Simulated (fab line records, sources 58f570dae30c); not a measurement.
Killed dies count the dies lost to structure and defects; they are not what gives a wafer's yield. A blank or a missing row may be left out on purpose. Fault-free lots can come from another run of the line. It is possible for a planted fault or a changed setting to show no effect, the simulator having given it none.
fab line records / flow berkeleyCmos170
record lots=15 wafers=45 lastDay=12
route steps=331 shown GATE@135
lots that met no fault: from a run of the same line without faults
startH: the number of hours between the record's first day and the start of the first shown wafer of the lot / waitH: hours from the lot's prior step to this one / " unchanged from the row above / L1.1+2: one row covering several wafers at once / - no value, or no start given / * or withheld: withheld / < > ~ a bound
route shown NAME@n: a module of which the file shows steps, and the number in the route of the first / usual: mean/standard deviation taken from wafers without a fault / same: alike in all rows / chamber/n: place in a boat / sites: per-site readings / _std_site: standard deviation across them / _edge_site: the outer-site mean with the inner-site mean subtracted / radiusMm: how far each site lies from the wafer's centre / mask NAME#n: copy n / behind: tool/chamber where the wafer was last shaped / hold: why the lot went on hold/how many hours it stayed there/how the hold came to an end / device: names the non-switching transistor (n, p or np) / end of line: tests run on the same wafers once the route is complete / a step with no rows: only its recipe / killed: count of dies lost to structure and defects at first sort (not the wafer's yield) / map: dies across one wafer; x = killed, . = not, _ = none there
set.NAME: setting as actually run; set.NAME@STEP: the setting as run at that earlier step / model.NAME: the simulator's own value behind a step, which no gauge read
one table for each step of the route and one row for each wafer, over a sample of lots
services: from which hour (startH, from the record's first day; less than 0 if before it) a tool's chamber was out of use, for how many hours, and why
## steps
# step UCB170_GATE_EXPOSE_09
# recipe maskId=POLY targetCdNm=350 na=0.5 sigmaOuter=0.6 sourceShape=conventional doseMj=21
# usual exposureDoseMJCm2=21.11/0.12 focusOffsetNm=0.0/0.58 sigmaOuter=0.6/0
lot.wafer=L112.1 tool=krfScanner-01 chamber=0 startH=118.51 waitH=- mask=POLY#0 exposureDoseMJCm2=21.25 focusOffsetNm=0.2 sigmaOuter=0.6
lot.wafer=L112.4 tool=krfScanner-01 chamber=0 startH=118.51 waitH=- mask=POLY#0 exposureDoseMJCm2=21.22 focusOffsetNm=-0.4 sigmaOuter=0.6
lot.wafer=L112.6 tool=krfScanner-01 chamber=0 startH=118.51 waitH=- mask=POLY#0 exposureDoseMJCm2=21.22 focusOffsetNm=0.3 sigmaOuter=0.6
lot.wafer=L113.1 tool=krfScanner-02 chamber=0 startH=134.33 waitH=- mask=POLY#0 exposureDoseMJCm2=20.99 focusOffsetNm=-0.4 sigmaOuter=0.6
lot.wafer=L113.2 tool=krfScanner-02 chamber=0 startH=134.33 waitH=- mask=POLY#0 exposureDoseMJCm2=20.97 focusOffsetNm=0.2 sigmaOuter=0.6
lot.wafer=L113.4 tool=krfScanner-02 chamber=0 startH=134.33 waitH=- mask=POLY#0 exposureDoseMJCm2=20.98 focusOffsetNm=-0.3 sigmaOuter=0.6
lot.wafer=L121.4 tool=krfScanner-01 chamber=- startH=173.70 waitH=- mask=POLY#0 exposureDoseMJCm2=- focusOffsetNm=- sigmaOuter=-
lot.wafer=L121.5 tool=krfScanner-01 chamber=- startH=173.70 waitH=- mask=POLY#0 exposureDoseMJCm2=- focusOffsetNm=- sigmaOuter=-
lot.wafer=L121.6 tool=krfScanner-01 chamber=- startH=173.70 waitH=- mask=POLY#0 exposureDoseMJCm2=- focusOffsetNm=- sigmaOuter=-
lot.wafer=L120.4 tool=krfScanner-01 chamber=- startH=173.86 waitH=- mask=POLY#0 exposureDoseMJCm2=- focusOffsetNm=- sigmaOuter=-
lot.wafer=L120.5 tool=krfScanner-01 chamber=- startH=173.86 waitH=- mask=POLY#0 exposureDoseMJCm2=- focusOffsetNm=- sigmaOuter=-
lot.wafer=L120.6 tool=krfScanner-01 chamber=- startH=173.86 waitH=- mask=POLY#0 exposureDoseMJCm2=- focusOffsetNm=- sigmaOuter=-
lot.wafer=L122.2 tool=krfScanner-01 chamber=- startH=182.78 waitH=- mask=POLY#0 exposureDoseMJCm2=- focusOffsetNm=- sigmaOuter=-
lot.wafer=L122.4 tool=krfScanner-01 chamber=- startH=182.78 waitH=- mask=POLY#0 exposureDoseMJCm2=- focusOffsetNm=- sigmaOuter=-
lot.wafer=L122.6 tool=krfScanner-01 chamber=- startH=182.78 waitH=- mask=POLY#0 exposureDoseMJCm2=- focusOffsetNm=- sigmaOuter=-
lot.wafer=L125.1 tool=krfScanner-02 chamber=0 startH=190.73 waitH=- mask=POLY#0 exposureDoseMJCm2=20.98 focusOffsetNm=-0.5 sigmaOuter=0.6
lot.wafer=L125.5 tool=krfScanner-02 chamber=0 startH=190.73 waitH=- mask=POLY#0 exposureDoseMJCm2=20.95 focusOffsetNm=-0.3 sigmaOuter=0.6
lot.wafer=L125.6 tool=krfScanner-02 chamber=0 startH=190.73 waitH=- mask=POLY#0 exposureDoseMJCm2=20.95 focusOffsetNm=-0.2 sigmaOuter=0.6
lot.wafer=L126.2 tool=krfScanner-02 chamber=0 startH=201.10 waitH=- mask=POLY#0 exposureDoseMJCm2=21.00 focusOffsetNm=0.4 sigmaOuter=0.6
lot.wafer=L126.4 tool=krfScanner-02 chamber=0 startH=201.10 waitH=- mask=POLY#0 exposureDoseMJCm2=20.98 focusOffsetNm=-0.2 sigmaOuter=0.6
lot.wafer=L126.6 tool=krfScanner-02 chamber=0 startH=201.10 waitH=- mask=POLY#0 exposureDoseMJCm2=20.96 focusOffsetNm=0.7 sigmaOuter=0.6
lot.wafer=L128.3 tool=krfScanner-02 chamber=0 startH=216.68 waitH=- mask=POLY#0 exposureDoseMJCm2=20.96 focusOffsetNm=-0.8 sigmaOuter=0.6
lot.wafer=L128.4 tool=krfScanner-02 chamber=0 startH=216.68 waitH=- mask=POLY#0 exposureDoseMJCm2=20.98 focusOffsetNm=-0.4 sigmaOuter=0.6
lot.wafer=L128.5 tool=krfScanner-02 chamber=0 startH=216.68 waitH=- mask=POLY#0 exposureDoseMJCm2=20.97 focusOffsetNm=-1.2 sigmaOuter=0.6
lot.wafer=L127.1 tool=krfScanner-01 chamber=0 startH=217.00 waitH=- mask=POLY#0 exposureDoseMJCm2=21.28 focusOffsetNm=0.1 sigmaOuter=0.6
lot.wafer=L127.3 tool=krfScanner-01 chamber=0 startH=217.00 waitH=- mask=POLY#0 exposureDoseMJCm2=21.23 focusOffsetNm=0.4 sigmaOuter=0.6
lot.wafer=L127.6 tool=krfScanner-01 chamber=0 startH=217.00 waitH=- mask=POLY#0 exposureDoseMJCm2=21.21 focusOffsetNm=1.3 sigmaOuter=0.6
lot.wafer=L129.3 tool=krfScanner-02 chamber=0 startH=217.28 waitH=- mask=POLY#0 exposureDoseMJCm2=20.97 focusOffsetNm=0.3 sigmaOuter=0.6
lot.wafer=L129.4 tool=krfScanner-02 chamber=0 startH=217.28 waitH=- mask=POLY#0 exposureDoseMJCm2=20.96 focusOffsetNm=0.1 sigmaOuter=0.6
lot.wafer=L129.6 tool=krfScanner-02 chamber=0 startH=217.28 waitH=- mask=POLY#0 exposureDoseMJCm2=20.99 focusOffsetNm=0.1 sigmaOuter=0.6
lot.wafer=L131.1 tool=krfScanner-02 chamber=0 startH=224.99 waitH=- mask=POLY#0 exposureDoseMJCm2=20.94 focusOffsetNm=0.5 sigmaOuter=0.6
lot.wafer=L131.3 tool=krfScanner-02 chamber=0 startH=224.99 waitH=- mask=POLY#0 exposureDoseMJCm2=20.96 focusOffsetNm=0.9 sigmaOuter=0.6
lot.wafer=L131.5 tool=krfScanner-02 chamber=0 startH=224.99 waitH=- mask=POLY#0 exposureDoseMJCm2=20.99 focusOffsetNm=0.5 sigmaOuter=0.6
lot.wafer=L134.3 tool=krfScanner-01 chamber=0 startH=230.59 waitH=- mask=POLY#0 exposureDoseMJCm2=21.22 focusOffsetNm=-1.0 sigmaOuter=0.6
lot.wafer=L134.4 tool=krfScanner-01 chamber=0 startH=230.59 waitH=- mask=POLY#0 exposureDoseMJCm2=21.24 focusOffsetNm=-1.3 sigmaOuter=0.6
lot.wafer=L134.6 tool=krfScanner-01 chamber=0 startH=230.59 waitH=- mask=POLY#0 exposureDoseMJCm2=21.23 focusOffsetNm=0.0 sigmaOuter=0.6
lot.wafer=L132.1 tool=krfScanner-02 chamber=0 startH=230.79 waitH=- mask=POLY#0 exposureDoseMJCm2=20.98 focusOffsetNm=0.4 sigmaOuter=0.6
lot.wafer=L132.3 tool=krfScanner-02 chamber=0 startH=230.79 waitH=- mask=POLY#0 exposureDoseMJCm2=21.01 focusOffsetNm=0.1 sigmaOuter=0.6
lot.wafer=L132.6 tool=krfScanner-02 chamber=0 startH=230.79 waitH=- mask=POLY#0 exposureDoseMJCm2=20.99 focusOffsetNm=-0.1 sigmaOuter=0.6
lot.wafer=L133.1 tool=krfScanner-02 chamber=0 startH=230.91 waitH=- mask=POLY#0 exposureDoseMJCm2=20.99 focusOffsetNm=-0.3 sigmaOuter=0.6
lot.wafer=L133.3 tool=krfScanner-02 chamber=0 startH=230.91 waitH=- mask=POLY#0 exposureDoseMJCm2=20.97 focusOffsetNm=0.5 sigmaOuter=0.6
lot.wafer=L133.4 tool=krfScanner-02 chamber=0 startH=230.91 waitH=- mask=POLY#0 exposureDoseMJCm2=21.01 focusOffsetNm=0.4 sigmaOuter=0.6
lot.wafer=L135.1 tool=krfScanner-01 chamber=0 startH=238.87 waitH=- mask=POLY#0 exposureDoseMJCm2=21.18 focusOffsetNm=1.5 sigmaOuter=0.6
lot.wafer=L135.4 tool=krfScanner-01 chamber=0 startH=238.87 waitH=- mask=POLY#0 exposureDoseMJCm2=21.19 focusOffsetNm=1.4 sigmaOuter=0.6
lot.wafer=L135.5 tool=krfScanner-01 chamber=0 startH=238.87 waitH=- mask=POLY#0 exposureDoseMJCm2=21.24 focusOffsetNm=1.0 sigmaOuter=0.6
## services
tool=krfScanner-01 chamber=- startH=103.16 hours=3.6 kind=pm
tool=krfScanner-01 chamber=- startH=113.12 hours=- kind=calibration
tool=krfScanner-02 chamber=- startH=118.02 hours=0.2 kind=repair
tool=krfScanner-02 chamber=- startH=120.41 hours=0.9 kind=repair
tool=krfScanner-01 chamber=- startH=126.04 hours=1.3 kind=pm
tool=krfScanner-02 chamber=- startH=142.09 hours=1.0 kind=pm
tool=krfScanner-02 chamber=- startH=170.31 hours=4.0 kind=pm
tool=krfScanner-01 chamber=0 startH=194.92 hours=- kind=calibration
tool=krfScanner-02 chamber=- startH=204.08 hours=1.3 kind=pm
tool=krfScanner-01 chamber=- startH=216.05 hours=0.8 kind=pm
tool=krfScanner-01 chamber=- startH=234.18 hours=4.3 kind=repair
## key
firstSign step=UCB170_GATE_EXPOSE_09 reading=toolRecord direction=missing
effect none on later readings
metAt UCB170_GATE_EXPOSE_09
struckLots L120,L121,L122
laterRowsLeftOut L120.4,L120.5,L120.6,L121.4,L121.5,L121.6,L122.2,L122.4,L122.6
sortLeftOut L120.4,L120.5,L120.6,L121.4,L121.5,L121.6,L122.2,L122.4,L122.6
testerLeftOut L120,L121,L122
onsetBetween 118.51 173.70
fault kind=skippedStepWhole tool=krfScanner-01 chamber=- onsetH=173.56 steps=UCB170_GATE_EXPOSE_09 scope=struckLotsOnly
# testerLeftOut: of these lots the tester's yield and bins aren't shown, on N5 and GAA mostly nor the transistor test; their killed dies are dies lost to structure and defects alone, not to doping, threshold or leakage, so they don't give the yield
# sortLeftOut: the simulated sort isn't trusted on such a fault, so these wafers' sort isn't shown, and their yield isn't known
# laterRowsLeftOut: the simulator's readings of these wafers behind a module that went badly wrong aren't trusted and aren't shown, but for the sort
